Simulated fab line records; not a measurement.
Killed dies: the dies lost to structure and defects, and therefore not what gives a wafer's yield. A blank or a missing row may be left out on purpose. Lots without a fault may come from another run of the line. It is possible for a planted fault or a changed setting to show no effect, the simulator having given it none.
Which of the tools did it? | flow berkeley-cmos170 | Sampling: 14 lots, 42 wafers, 6 of 331 route steps

WHAT EACH GAUGE READ, for each wafer
UCB170_NWELL_THK_MEAS_05. Usual: for NWELL_NITRIDE_THK the level is 224.8 nm and the standard deviation is 1.9.
lot  | measured    | on            | NWELL_NITRIDE_THK (nm) | flag
L698 | day 2 13:17 | film-metro-01 | 226.5 225.5 227.1      |
L699 | day 2 13:18 | film-metro-04 | 226.2 225.3 226.6      |
L701 | day 2 21:37 | film-metro-01 | 224.4 225.9 224.2      |
L702 | day 3 09:19 | film-metro-03 | 225.4 222.8 224.8      |
L703 | day 3 09:19 | film-metro-04 | 226.3 225.8 226.3      |
L704 | day 3 18:46 | film-metro-03 | 224.0 224.6 223.9      |
L705 | day 3 23:33 | film-metro-03 | 221.8 223.2 222.5      |
L706 | day 4 08:20 | film-metro-03 | 223.0 225.3 223.5      |
L708 | day 4 16:05 | film-metro-03 | 227.3 225.4 225.6      |
L710 | day 5 04:11 | film-metro-03 | 223.4 226.2 224.1      |
L712 | day 5 04:11 | film-metro-01 | 224.9 225.2 224.7      |
L711 | day 5 04:13 | film-metro-04 | 221.6 220.3 221.6      |
L717 | day 6 16:23 | film-metro-04 | 224.8 224.8 225.6      |
L719 | day 7 00:34 | film-metro-01 | 227.7 225.9 226.9      |

UCB170_GATE_OVL_MEAS_13. Usual: for GATE_OVL the level is 0 nm and the standard deviation is 4.9.
lot  | measured     | on         | GATE_OVL (nm) | flag
L698 | day 7 10:59  | overlay-02 | -7 -8 -7      |
L699 | day 7 10:58  | overlay-02 | 1 1 -2        |
L701 | day 7 20:07  | overlay-02 | -3 4 4        |
L702 | day 8 03:11  | overlay-02 | 8 8 10        |
L703 | day 8 03:14  | overlay-01 | -5 -6 -8      |
L704 | day 9 05:18  | overlay-02 | 7 -8 3        |
L705 | day 9 05:51  | overlay-02 | -3 -6 -6      |
L706 | day 9 05:58  | overlay-01 | 9 4 5         |
L708 | day 9 16:01  | overlay-02 | -6 1 -4       |
L710 | day 10 08:43 | overlay-01 | 4 4 6         |
L712 | day 10 09:05 | overlay-01 | 3 2 3         |
L711 | day 10 08:59 | overlay-01 | 2 3 -2        |
L717 | day 11 22:22 | overlay-02 | -3 -5 -7      |
L719 | day 12 10:46 | overlay-02 | -1 0 1        |

UCB170_SDANNEAL_RS_MEAS_02: measures by four-point-probe. Usual: for PSD_RS the level is 75.5 ohm/sq and the standard deviation is 0.33.
lot  | measured     | on            | PSD_RS (ohm/sq) | flag
L698 | day 8 02:13  | film-metro-04 | 75.3 75.4 74.9  |
L699 | day 8 04:23  | film-metro-02 | 75.4 75.4 75.8  |
L701 | day 8 11:40  | film-metro-04 | 75.8 75.6 76.1  |
L702 | day 8 19:52  | film-metro-04 | 76.0 76.0 75.7  |
L703 | day 8 20:25  | film-metro-02 | 75.7 75.5 75.6  |
L704 | day 9 21:12  | film-metro-01 | 75.2 75.2 75.2  |
L705 | day 9 21:32  | film-metro-02 | 75.0 75.3 75.1  |
L706 | day 10 00:11 | film-metro-01 | 75.3 75.1 75.2  |
L708 | day 10 09:34 | film-metro-02 | 75.0 75.3 75.2  |
L710 | day 11 03:25 | film-metro-04 | 75.3 75.6 75.3  |
L712 | day 11 03:26 | film-metro-01 | 75.7 75.2 75.2  |
L711 | day 11 03:36 | film-metro-02 | 76.1 76.1 76.0  |
L717 | day 12 18:42 | film-metro-02 | 65.1 65.3 65.2  | OFF
L719 | day 13 04:38 | film-metro-04 | 65.6 65.7 65.5  | OFF

UCB170_SDANNEAL_RS_MEAS_03: measures by four-point-probe. Usual: for NSD_RS the level is 37.17 ohm/sq and the standard deviation is 0.098.
lot  | measured     | on            | NSD_RS (ohm/sq)   | flag
L698 | day 8 02:20  | film-metro-04 | 37.28 37.27 37.14 |
L699 | day 8 04:31  | film-metro-02 | 37.12 37.15 37.21 |
L701 | day 8 11:47  | film-metro-04 | 37.31 37.21 37.17 |
L702 | day 8 19:59  | film-metro-04 | 37.23 37.28 37.20 |
L703 | day 8 20:32  | film-metro-02 | 37.06 37.23 37.16 |
L704 | day 9 21:19  | film-metro-01 | 37.26 37.22 37.15 |
L705 | day 9 21:39  | film-metro-02 | 37.09 37.17 37.02 |
L706 | day 10 00:19 | film-metro-01 | 36.99 37.12 37.00 |
L708 | day 10 09:41 | film-metro-02 | 37.19 37.10 37.18 |
L710 | day 11 03:32 | film-metro-04 | 37.13 37.23 37.25 |
L712 | day 11 03:34 | film-metro-01 | 37.24 37.23 37.17 |
L711 | day 11 03:43 | film-metro-02 | 37.17 37.04 37.10 |
L717 | day 12 18:49 | film-metro-02 | 35.65 35.71 35.73 | OFF
L719 | day 13 04:45 | film-metro-04 | 35.77 35.64 35.65 | OFF

UCB170_SDANNEAL_RS_MEAS_04: measures by four-point-probe. Usual: for PLDD_RS the level is 1030 ohm/sq and the standard deviation is 3.5.
lot  | measured     | on            | PLDD_RS (ohm/sq) | flag
L698 | day 8 02:27  | film-metro-04 | 1032 1035 1031   |
L699 | day 8 04:38  | film-metro-02 | 1028 1029 1027   |
L701 | day 8 11:55  | film-metro-04 | 1039 1040 1036   |
L702 | day 8 20:07  | film-metro-04 | 1029 1032 1029   |
L703 | day 8 20:39  | film-metro-02 | 1032 1034 1031   |
L704 | day 9 21:26  | film-metro-01 | 1032 1029 1031   |
L705 | day 9 21:46  | film-metro-02 | 1028 1027 1029   |
L706 | day 10 00:26 | film-metro-01 | 1034 1031 1029   |
L708 | day 10 09:48 | film-metro-02 | 1032 1024 1025   |
L710 | day 11 03:40 | film-metro-04 | 1033 1032 1035   |
L712 | day 11 03:41 | film-metro-01 | 1029 1028 1030   |
L711 | day 11 03:50 | film-metro-02 | 1029 1030 1029   |
L717 | day 12 18:56 | film-metro-02 | 1006 1004 1003   | OFF
L719 | day 13 04:52 | film-metro-04 | 1017 1016 1013   | OFF

WHAT TOOL EACH LOT RAN ON (gives the tool, then ch and the chambers of the sampled wafers, and finally the start)
lot  | UCB170_SDANNEAL_RTA_01
L698 | rtp-anneal-01 ch 0, day 8 02:08
L699 | rtp-anneal-01 ch 0, day 8 04:19
L701 | rtp-anneal-01 ch 0, day 8 11:37
L702 | rtp-anneal-02 ch 0, day 8 19:49
L703 | rtp-anneal-01 ch 0, day 8 20:17
L704 | rtp-anneal-02 ch 0, day 9 21:07
L705 | rtp-anneal-02 ch 0, day 9 21:28
L706 | rtp-anneal-02 ch 0, day 10 00:08
L708 | rtp-anneal-02 ch 0, day 10 09:31
L710 | rtp-anneal-01 ch 0, day 11 03:22
L712 | rtp-anneal-02 ch 0, day 11 03:22
L711 | rtp-anneal-01 ch 0, day 11 03:31
L717 | rtp-anneal-02 ch 0, day 12 18:38
L719 | rtp-anneal-02 ch 0, day 13 04:34
- UCB170_SDANNEAL_RTA_01: time 5 s.

WHAT THE TOOLS THEMSELVES READ (means of the sampled wafers that have a number; where no wafer has one, the mark that the record gives instead)
UCB170_SDANNEAL_RTA_01. Usual: lamp-power-pct 41 %, standard deviation 4.1; wafer_temp_C_max 1054.5, standard deviation 1.9.
lot  | tool          | lamp-power-pct (%) | wafer_temp_C_max | flag
L698 | rtp-anneal-01 | 36                 | 1052.5           |
L699 | rtp-anneal-01 | 36                 | 1052.7           |
L701 | rtp-anneal-01 | 36                 | 1053.1           |
L702 | rtp-anneal-02 | 45                 | 1055.9           |
L703 | rtp-anneal-01 | 36                 | 1053.7           |
L704 | rtp-anneal-02 | 44                 | 1055.7           |
L705 | rtp-anneal-02 | 45                 | 1056.0           |
L706 | rtp-anneal-02 | 45                 | 1055.7           |
L708 | rtp-anneal-02 | 45                 | 1054.5           |
L710 | rtp-anneal-01 | 36                 | 1052.1           |
L712 | rtp-anneal-02 | 44                 | 1055.3           |
L711 | rtp-anneal-01 | 36                 | 1052.1           |
L717 | rtp-anneal-02 | 47                 | 1080.3           | OFF
L719 | rtp-anneal-02 | 47                 | 1080.2           | OFF

THE ANSWER, worked out from the rows above alone
Rule: a lot counts as off when the mean over its wafers that have a number is more than 3 standard deviations away from the usual mean. A lot without any number at a reading at which 4 lots or more have one is off too. All remaining lots with rows at the step are treated as sound. After the gauges, taken in route order, come the tools' own readings; for these a lot's mean is taken, as printed above. At the first step where some lot is off, the reading lying furthest off is the one used; lots without a number count as furthest.
Off: at UCB170_SDANNEAL_RS_MEAS_02 (PSD_RS), L717, L719.
If a tool, at a process step before that reading, ran all the lots that are off and no sound lot after the first of them, it fits. Not tried: the gauges at UCB170_SDANNEAL_RS_MEAS_02; whatever is off there is also off at UCB170_SDANNEAL_RTA_01, on other tools, and gauge error can't account for it. One fits: rtp-anneal-02 at UCB170_SDANNEAL_RTA_01. Its last sound lot is L712 (day 11 03:22), its first lot that is off L717 (day 12 18:38): a fault that began between those two fits.
On the lots that are off, the tool's own readings at UCB170_SDANNEAL_RTA_01 differ by more than 5 times the standard deviation of the sound lots' means, which bears it out; wafer_temp_C_max reads 1080.2 there versus 1054.1 on the sound lots.

WHAT THE SIMULATOR PUT IN
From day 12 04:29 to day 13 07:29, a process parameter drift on rtp-anneal-02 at UCB170_SDANNEAL_RTA_01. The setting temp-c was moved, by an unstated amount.
Lots struck among those shown: L717, L719. This agrees with what the rule above found.
